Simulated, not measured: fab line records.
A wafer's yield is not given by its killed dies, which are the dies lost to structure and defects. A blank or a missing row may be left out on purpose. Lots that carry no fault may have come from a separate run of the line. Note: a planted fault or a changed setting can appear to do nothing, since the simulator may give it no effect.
What tool caused it? / flow berkeley_cmos170 / 15 lots with 45 wafers sampled at 4 steps, on a route of 331 steps

## WHAT THE GAUGES SHOWED, per wafer
The record lacks any reading of a measuring or inspecting step that a usual standard deviation could be used to judge.

## EACH LOT AND THE TOOL THAT RAN IT (in order: tool; ch and the chambers of the sampled wafers; start)
lot=L354; UCB170_CONTACT_STRIP_06=plasma_asher-02 ch 0,1, day 7 21:08; UCB170_CONTACT_RTA_08=rtp_anneal-02 ch 0, day 7 21:25; UCB170_CONTACT_ETCH_18=rie_diel-02 ch 1,2, day 7 22:55 or earlier; UCB170_CONTACT_STRIP_19=plasma_asher-02 ch 0,1, day 7 22:55
lot=L356; UCB170_CONTACT_STRIP_06=plasma_asher-03 ch 0,1, day 7 21:39; UCB170_CONTACT_RTA_08=rtp_anneal-02 ch 0, day 7 22:02; UCB170_CONTACT_ETCH_18=rie_diel-04 ch 0,1,2, day 7 23:38 or earlier; UCB170_CONTACT_STRIP_19=plasma_asher-01 ch 0,1, day 7 23:38
lot=L357; UCB170_CONTACT_STRIP_06=plasma_asher-02 ch 0,1, day 7 23:00; UCB170_CONTACT_RTA_08=rtp_anneal-01 ch 0, day 7 23:31; UCB170_CONTACT_ETCH_18=rie_diel-01 ch 1,2,3, day 8 00:57 or earlier; UCB170_CONTACT_STRIP_19=plasma_asher-03 ch 0, day 8 00:57
lot=L355; UCB170_CONTACT_STRIP_06=plasma_asher-03 ch 0,1, day 8 02:07; UCB170_CONTACT_RTA_08=rtp_anneal-01 ch 0, day 8 02:23; UCB170_CONTACT_ETCH_18=rie_diel-02 ch 0,3, day 8 03:44 or earlier; UCB170_CONTACT_STRIP_19=plasma_asher-01 ch 0,1, day 8 03:44
lot=L358; UCB170_CONTACT_STRIP_06=plasma_asher-02 ch 0,1, day 8 02:14; UCB170_CONTACT_RTA_08=rtp_anneal-02 ch 0, day 8 02:31; UCB170_CONTACT_ETCH_18=rie_diel-04 ch 0,1,3, day 8 04:08 or earlier; UCB170_CONTACT_STRIP_19=plasma_asher-03 ch 0,1, day 8 04:08
lot=L361; UCB170_CONTACT_STRIP_06=plasma_asher-02 ch 0, day 9 01:02; UCB170_CONTACT_RTA_08=rtp_anneal-01 ch 0, day 9 01:41; UCB170_CONTACT_ETCH_18=rie_diel-04 ch 0,3, day 9 03:02 or earlier; UCB170_CONTACT_STRIP_19=plasma_asher-03 ch 0,1, day 9 03:02
lot=L365; UCB170_CONTACT_STRIP_06=plasma_asher-02 ch 0,1, day 9 23:58; UCB170_CONTACT_RTA_08=rtp_anneal-02 ch 0, day 10 00:16; UCB170_CONTACT_ETCH_18=rie_diel-04 ch 0,2,3, day 10 01:36 or earlier; UCB170_CONTACT_STRIP_19=plasma_asher-03 ch 1, day 10 01:36
lot=L364; UCB170_CONTACT_STRIP_06=plasma_asher-02 ch 0,1, day 10 12:19; UCB170_CONTACT_RTA_08=rtp_anneal-02 ch 0, day 10 12:40; UCB170_CONTACT_ETCH_18=rie_diel-02 ch 0,1,2, day 10 14:22 or earlier; UCB170_CONTACT_STRIP_19=plasma_asher-01 ch 0,1, day 10 14:22
lot=L366; UCB170_CONTACT_STRIP_06=plasma_asher-01 ch 0,1, day 10 12:19; UCB170_CONTACT_RTA_08=rtp_anneal-01 ch 0, day 10 12:37; UCB170_CONTACT_ETCH_18=rie_diel-04 ch 1,3, day 10 14:04 or earlier; UCB170_CONTACT_STRIP_19=plasma_asher-02 ch 0, day 10 14:04
lot=L367; UCB170_CONTACT_STRIP_06=plasma_asher-03 ch 0,1, day 10 12:19; UCB170_CONTACT_RTA_08=rtp_anneal-02 ch 0, day 10 12:36; UCB170_CONTACT_ETCH_18=rie_diel-02 ch 0,2,3, day 10 13:50 or earlier; UCB170_CONTACT_STRIP_19=plasma_asher-03 ch 0,1, day 10 13:50
lot=L371; UCB170_CONTACT_STRIP_06=plasma_asher-03 ch 0,1, day 11 10:08; UCB170_CONTACT_RTA_08=rtp_anneal-02 ch 0, day 11 10:25; UCB170_CONTACT_ETCH_18=rie_diel-02 ch 1,2,3, day 11 11:49 or earlier; UCB170_CONTACT_STRIP_19=plasma_asher-02 ch 0,1, day 11 11:49
lot=L372; UCB170_CONTACT_STRIP_06=plasma_asher-01 ch 0,1, day 11 10:25; UCB170_CONTACT_RTA_08=rtp_anneal-01 ch 0, day 11 10:41; UCB170_CONTACT_ETCH_18=rie_diel-04 ch 0,1,2, day 11 12:10 or earlier; UCB170_CONTACT_STRIP_19=plasma_asher-03 ch 0,1, day 11 12:10
lot=L374; UCB170_CONTACT_STRIP_06=plasma_asher-01 ch 0,1, day 11 17:10; UCB170_CONTACT_RTA_08=rtp_anneal-01 ch 0, day 11 17:26; UCB170_CONTACT_ETCH_18=rie_diel-02 ch 0,2,3, day 11 18:49 or earlier; UCB170_CONTACT_STRIP_19=plasma_asher-02 ch 0,1, day 11 18:49
lot=L375; UCB170_CONTACT_STRIP_06=plasma_asher-01 ch 0,1, day 12 09:34; UCB170_CONTACT_RTA_08=rtp_anneal-01 ch 0, day 12 10:02; UCB170_CONTACT_ETCH_18=rie_diel-01 ch 0,2, day 12 11:26 or earlier; UCB170_CONTACT_STRIP_19=plasma_asher-03 ch 0,1, day 12 11:26
lot=L377; UCB170_CONTACT_STRIP_06=plasma_asher-01 ch 0,1, day 12 20:29; UCB170_CONTACT_RTA_08=rtp_anneal-01 ch 0, day 12 20:48; UCB170_CONTACT_ETCH_18=rie_diel-02 ch 0,1,2, day 12 22:09 or earlier; UCB170_CONTACT_STRIP_19=plasma_asher-03 ch 0,1, day 12 22:09
- UCB170_CONTACT_STRIP_06: strips in O2.
- UCB170_CONTACT_RTA_08: time 10 s.
- UCB170_CONTACT_ETCH_18: etches PSG in CHF3/CF4/Ar, stops on TiSi2, target depth 840 nm, time 195 s.
- UCB170_CONTACT_STRIP_19: strips in O2.

## WHAT THE TOOLS THEMSELVES READ (means of the sampled wafers that have a number; where no wafer has one, the mark that the record gives instead)
UCB170_CONTACT_STRIP_06. Usual: chamber_pressure_mTorr 3499.6 mTorr, standard deviation 3; drypump_motor_current_A 5.7 A, standard deviation 0.35; oes_product_au 0.735 a.u., standard deviation 0.0044; strip_time_to_endpoint_s 22.00 s, standard deviation 0.056.
lot=L354; tool=plasma_asher-02; chamber_pressure_mTorr (mTorr)=3503.7; drypump_motor_current_A (A)=5.6; oes_product_au (a.u.)=0.734; strip_time_to_endpoint_s (s)=21.93; flag=
lot=L356; tool=plasma_asher-03; chamber_pressure_mTorr (mTorr)=3499.5; drypump_motor_current_A (A)=6.1; oes_product_au (a.u.)=0.734; strip_time_to_endpoint_s (s)=21.95; flag=
lot=L357; tool=plasma_asher-02; chamber_pressure_mTorr (mTorr)=3498.7; drypump_motor_current_A (A)=5.5; oes_product_au (a.u.)=0.738; strip_time_to_endpoint_s (s)=22.04; flag=
lot=L355; tool=plasma_asher-03; chamber_pressure_mTorr (mTorr)=3501.4; drypump_motor_current_A (A)=6.0; oes_product_au (a.u.)=0.740; strip_time_to_endpoint_s (s)=22.02; flag=
lot=L358; tool=plasma_asher-02; chamber_pressure_mTorr (mTorr)=3499.5; drypump_motor_current_A (A)=5.5; oes_product_au (a.u.)=0.734; strip_time_to_endpoint_s (s)=21.90; flag=
lot=L361; tool=plasma_asher-02; chamber_pressure_mTorr (mTorr)=3500.8; drypump_motor_current_A (A)=5.7; oes_product_au (a.u.)=0.735; strip_time_to_endpoint_s (s)=22.04; flag=
lot=L365; tool=plasma_asher-02; chamber_pressure_mTorr (mTorr)=3497.1; drypump_motor_current_A (A)=5.6; oes_product_au (a.u.)=0.732; strip_time_to_endpoint_s (s)=21.94; flag=
lot=L364; tool=plasma_asher-02; chamber_pressure_mTorr (mTorr)=3495.5; drypump_motor_current_A (A)=5.6; oes_product_au (a.u.)=0.733; strip_time_to_endpoint_s (s)=21.94; flag=
lot=L366; tool=plasma_asher-01; chamber_pressure_mTorr (mTorr)=3498.8; drypump_motor_current_A (A)=5.6; oes_product_au (a.u.)=0.740; strip_time_to_endpoint_s (s)=22.11; flag=
lot=L367; tool=plasma_asher-03; chamber_pressure_mTorr (mTorr)=3500.8; drypump_motor_current_A (A)=6.2; oes_product_au (a.u.)=0.737; strip_time_to_endpoint_s (s)=21.95; flag=
lot=L371; tool=plasma_asher-03; chamber_pressure_mTorr (mTorr)=3500.7; drypump_motor_current_A (A)=6.2; oes_product_au (a.u.)=0.734; strip_time_to_endpoint_s (s)=22.06; flag=
lot=L372; tool=plasma_asher-01; chamber_pressure_mTorr (mTorr)=3501.1; drypump_motor_current_A (A)=5.6; oes_product_au (a.u.)=0.736; strip_time_to_endpoint_s (s)=22.01; flag=
lot=L374; tool=plasma_asher-01; chamber_pressure_mTorr (mTorr)=3498.0; drypump_motor_current_A (A)=5.6; oes_product_au (a.u.)=0.735; strip_time_to_endpoint_s (s)=22.07; flag=
lot=L375; tool=plasma_asher-01; chamber_pressure_mTorr (mTorr)=3498.3; drypump_motor_current_A (A)=5.4; oes_product_au (a.u.)=0.734; strip_time_to_endpoint_s (s)=22.01; flag=
lot=L377; tool=plasma_asher-01; chamber_pressure_mTorr (mTorr)=3499.4; drypump_motor_current_A (A)=5.6; oes_product_au (a.u.)=0.734; strip_time_to_endpoint_s (s)=21.97; flag=

UCB170_CONTACT_RTA_08. Usual: chamber_o2_ppm 2.008, standard deviation 0.025; lamp_power_pct 23.91 %, standard deviation 0.11; wafer_temp_C_max 902.4, standard deviation 0.55.
lot=L354; tool=rtp_anneal-02; chamber_o2_ppm=2.021; lamp_power_pct (%)=23.79; wafer_temp_C_max=903.1; flag=
lot=L356; tool=rtp_anneal-02; chamber_o2_ppm=2.014; lamp_power_pct (%)=23.78; wafer_temp_C_max=902.6; flag=
lot=L357; tool=rtp_anneal-01; chamber_o2_ppm=1.989; lamp_power_pct (%)=24.01; wafer_temp_C_max=902.5; flag=
lot=L355; tool=rtp_anneal-01; chamber_o2_ppm=1.977; lamp_power_pct (%)=24.03; wafer_temp_C_max=902.2; flag=
lot=L358; tool=rtp_anneal-02; chamber_o2_ppm=1.980; lamp_power_pct (%)=23.81; wafer_temp_C_max=903.0; flag=
lot=L361; tool=rtp_anneal-01; chamber_o2_ppm=1.978; lamp_power_pct (%)=24.03; wafer_temp_C_max=902.5; flag=
lot=L365; tool=rtp_anneal-02; chamber_o2_ppm=2.019; lamp_power_pct (%)=23.80; wafer_temp_C_max=902.4; flag=
lot=L364; tool=rtp_anneal-02; chamber_o2_ppm=1.994; lamp_power_pct (%)=23.79; wafer_temp_C_max=902.2; flag=
lot=L366; tool=rtp_anneal-01; chamber_o2_ppm=1.983; lamp_power_pct (%)=24.02; wafer_temp_C_max=902.3; flag=
lot=L367; tool=rtp_anneal-02; chamber_o2_ppm=2.014; lamp_power_pct (%)=23.81; wafer_temp_C_max=902.1; flag=
lot=L371; tool=rtp_anneal-02; chamber_o2_ppm=2.031; lamp_power_pct (%)=23.78; wafer_temp_C_max=901.8; flag=
lot=L372; tool=rtp_anneal-01; chamber_o2_ppm=2.028; lamp_power_pct (%)=24.01; wafer_temp_C_max=902.4; flag=
lot=L374; tool=rtp_anneal-01; chamber_o2_ppm=2.017; lamp_power_pct (%)=24.02; wafer_temp_C_max=902.6; flag=
lot=L375; tool=rtp_anneal-01; chamber_o2_ppm=2.023; lamp_power_pct (%)=24.01; wafer_temp_C_max=902.0; flag=
lot=L377; tool=rtp_anneal-01; chamber_o2_ppm=2.006; lamp_power_pct (%)=24.03; wafer_temp_C_max=902.4; flag=

UCB170_CONTACT_ETCH_18. Usual: drypump_motor_current_A 5.7 A, standard deviation 0.48; oes_product_au 0.886 a.u., standard deviation 0.012; throttle_valve_pct 6.98 %, standard deviation 0.13.
lot=L354; tool=rie_diel-02; drypump_motor_current_A (A)=5.4; oes_product_au (a.u.)=0.886; throttle_valve_pct (%)=6.94; flag=
lot=L356; tool=rie_diel-04; drypump_motor_current_A (A)=5.7; oes_product_au (a.u.)=0.894; throttle_valve_pct (%)=6.91; flag=
lot=L357; tool=rie_diel-01; drypump_motor_current_A (A)=5.6; oes_product_au (a.u.)=0.876; throttle_valve_pct (%)=7.04; flag=
lot=L355; tool=rie_diel-02; drypump_motor_current_A (A)=6.5; oes_product_au (a.u.)=0.896; throttle_valve_pct (%)=6.87; flag=
lot=L358; tool=rie_diel-04; drypump_motor_current_A (A)=5.9; oes_product_au (a.u.)=0.886; throttle_valve_pct (%)=6.96; flag=
lot=L361; tool=rie_diel-04; drypump_motor_current_A (A)=5.7; oes_product_au (a.u.)=0.890; throttle_valve_pct (%)=6.97; flag=
lot=L365; tool=rie_diel-04; drypump_motor_current_A (A)=5.5; oes_product_au (a.u.)=0.898; throttle_valve_pct (%)=6.92; flag=
lot=L364; tool=rie_diel-02; drypump_motor_current_A (A)=5.8; oes_product_au (a.u.)=0.892; throttle_valve_pct (%)=6.93; flag=
lot=L366; tool=rie_diel-04; drypump_motor_current_A (A)=6.0; oes_product_au (a.u.)=0.882; throttle_valve_pct (%)=7.02; flag=
lot=L367; tool=rie_diel-02; drypump_motor_current_A (A)=5.9; oes_product_au (a.u.)=0.887; throttle_valve_pct (%)=6.99; flag=
lot=L371; tool=rie_diel-02; drypump_motor_current_A (A)=5.5; oes_product_au (a.u.)=0.878; throttle_valve_pct (%)=7.01; flag=
lot=L372; tool=rie_diel-04; drypump_motor_current_A (A)=5.7; oes_product_au (a.u.)=0.877; throttle_valve_pct (%)=6.91; flag=
lot=L374; tool=rie_diel-02; drypump_motor_current_A (A)=5.9; oes_product_au (a.u.)=0.888; throttle_valve_pct (%)=6.99; flag=
lot=L375; tool=rie_diel-01; drypump_motor_current_A (A)=5.2; oes_product_au (a.u.)=0.865; throttle_valve_pct (%)=7.14; flag=
lot=L377; tool=rie_diel-02; drypump_motor_current_A (A)=5.8; oes_product_au (a.u.)=0.883; throttle_valve_pct (%)=6.92; flag=

UCB170_CONTACT_STRIP_19. Usual: chamber_pressure_mTorr 3500 mTorr, standard deviation 3.2; drypump_motor_current_A 5.8 A, standard deviation 0.35; oes_product_au 0.725 a.u., standard deviation 0.0044.
lot=L354; tool=plasma_asher-02; chamber_pressure_mTorr (mTorr)=3499; drypump_motor_current_A (A)=5.6; oes_product_au (a.u.)=0.726; flag=
lot=L356; tool=plasma_asher-01; chamber_pressure_mTorr (mTorr)=3497; drypump_motor_current_A (A)=5.6; oes_product_au (a.u.)=0.727; flag=
lot=L357; tool=plasma_asher-03; chamber_pressure_mTorr (mTorr)=3498; drypump_motor_current_A (A)=5.9; oes_product_au (a.u.)=0.719; flag=
lot=L355; tool=plasma_asher-01; chamber_pressure_mTorr (mTorr)=3501; drypump_motor_current_A (A)=5.4; oes_product_au (a.u.)=0.724; flag=
lot=L358; tool=plasma_asher-03; chamber_pressure_mTorr (mTorr)=3502; drypump_motor_current_A (A)=6.0; oes_product_au (a.u.)=0.727; flag=
lot=L361; tool=plasma_asher-03; chamber_pressure_mTorr (mTorr)=3500; drypump_motor_current_A (A)=6.0; oes_product_au (a.u.)=0.726; flag=
lot=L365; tool=plasma_asher-03; chamber_pressure_mTorr (mTorr)=-; drypump_motor_current_A (A)=-; oes_product_au (a.u.)=-; flag=OFF
lot=L364; tool=plasma_asher-01; chamber_pressure_mTorr (mTorr)=3502; drypump_motor_current_A (A)=5.4; oes_product_au (a.u.)=0.728; flag=
lot=L366; tool=plasma_asher-02; chamber_pressure_mTorr (mTorr)=-; drypump_motor_current_A (A)=-; oes_product_au (a.u.)=-; flag=OFF
lot=L367; tool=plasma_asher-03; chamber_pressure_mTorr (mTorr)=-; drypump_motor_current_A (A)=-; oes_product_au (a.u.)=-; flag=OFF
lot=L371; tool=plasma_asher-02; chamber_pressure_mTorr (mTorr)=3503; drypump_motor_current_A (A)=5.6; oes_product_au (a.u.)=0.727; flag=
lot=L372; tool=plasma_asher-03; chamber_pressure_mTorr (mTorr)=3501; drypump_motor_current_A (A)=6.0; oes_product_au (a.u.)=0.724; flag=
lot=L374; tool=plasma_asher-02; chamber_pressure_mTorr (mTorr)=3498; drypump_motor_current_A (A)=5.6; oes_product_au (a.u.)=0.725; flag=
lot=L375; tool=plasma_asher-03; chamber_pressure_mTorr (mTorr)=3501; drypump_motor_current_A (A)=6.0; oes_product_au (a.u.)=0.724; flag=
lot=L377; tool=plasma_asher-03; chamber_pressure_mTorr (mTorr)=3499; drypump_motor_current_A (A)=6.0; oes_product_au (a.u.)=0.728; flag=

## THE ANSWER, worked out from the rows above alone
Rule: a lot is off if the mean of its wafers that have a number lies more than 3 standard deviations from the usual mean. A lot without any number at a reading at which 4 lots or more have one is off too. All remaining lots with rows at the step are treated as sound. Order of review: gauges by route order, followed by the tools' own readings, for which a lot's mean as printed above is used. The first step at which some lot is off is used, and at that step the reading that is off furthest; a lot without a number counts as furthest.
Off, at UCB170_CONTACT_STRIP_19 on chamber_pressure_mTorr: L365, L366, L367. Without a number there: L365, L366, L367.
If a tool, at that step or one of the process steps before it, ran each lot that is off and ran no sound lot following the first of them, it fits. UCB170_CONTACT_ETCH_18: start missing for some lots; hours and lot order therefore follow UCB170_CONTACT_STRIP_19. Of those tried, none fits.

## WHAT THE SIMULATOR PUT IN
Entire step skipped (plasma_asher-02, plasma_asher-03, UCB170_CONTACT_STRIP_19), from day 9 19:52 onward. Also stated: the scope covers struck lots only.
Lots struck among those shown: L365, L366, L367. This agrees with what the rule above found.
